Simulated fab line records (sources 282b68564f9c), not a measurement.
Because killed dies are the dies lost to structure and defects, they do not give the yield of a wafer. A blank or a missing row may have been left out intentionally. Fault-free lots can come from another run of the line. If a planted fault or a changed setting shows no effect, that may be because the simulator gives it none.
A lot that was struck, set against a sound lot -- flow rit-cmos -- 11 out of 202 route steps
Sound: these wafers, L857.1, L857.4, L857.5. Struck: wafers L853.1, L853.2, L853.3. The cause is given at the end.
Order at every step that has rows: each side's tool, ch and its chambers, its first start. Under that, the readings that differ: sound wafers -- struck wafers -- difference of the means -- sigmas: that difference in standard deviations of wafers without a fault.
alike: a reading whose means differ by less than 2 such deviations, as well as words and numbers matching on both sides. not compared: withheld readings; readings where some wafer has no value; bounds like >300 that might hide an equal value; numbers whose values overlap and for which the record gives no deviation.
A row with sigmas, a row that says differs or no value, or rows on one side alone: a step with any of these is where the two part. When numbers do not overlap yet have no deviation, they are printed without sigmas and do not part them. A reading missing from all wafers of one side parts the sides only when that side holds two or more wafers.

RIT_ACTIVE_BOW_MEAS_00:
  struck on film-metro-01, day 4 08:00; sound on film-metro-04, day 5 04:00
  alike: INCOMING_BOW
then, 1 step without rows for these wafers: RIT_ACTIVE_OXIDATION_01 (target thk 46.8 nm, ox time 3360 s).
RIT_ACTIVE_THK_MEAS_02:
  struck on film-metro-02, day 4 10:12; sound on film-metro-04, day 5 06:03
  alike: ACTIVE_OXIDE_THK
then, 1 step without rows for these wafers: RIT_ACTIVE_CVD_03 (deposits Si3N4 from SiH2Cl2/NH3, target thk 150 nm, time 1500 s).
RIT_ACTIVE_THK_MEAS_04:
  struck on film-metro-02, day 4 11:41; sound on film-metro-01, day 5 08:01
  alike: ACTIVE_NITRIDE_THK
then, 4 steps without rows for these wafers: RIT_ACTIVE_HMDS_05 (prime time 60 s); RIT_ACTIVE_COAT_06 (resist thk 1000 nm); RIT_ACTIVE_SOFTBAKE_07 (time 60 s); RIT_ACTIVE_EXPOSE_08 (exposes mask M1, target cd 1400 nm).
RIT_ACTIVE_PEB_09:
  sound on litho-track-04 ch 0, day 5 08:47; struck on litho-track-02, day 4 12:26
reading,sound,struck,difference,sigmas
exhaust-pa (Pa),45.4 44.8 45.9,- - -,no value on the struck wafers,
  not compared: chill-plate-temp-C
then, 1 step without rows for these wafers: RIT_ACTIVE_DEVELOP_10 (develop time 50 s).

## WHERE THEY PART
Only at RIT_ACTIVE_PEB_09, within this record.

WHY: what had been put in by the simulator
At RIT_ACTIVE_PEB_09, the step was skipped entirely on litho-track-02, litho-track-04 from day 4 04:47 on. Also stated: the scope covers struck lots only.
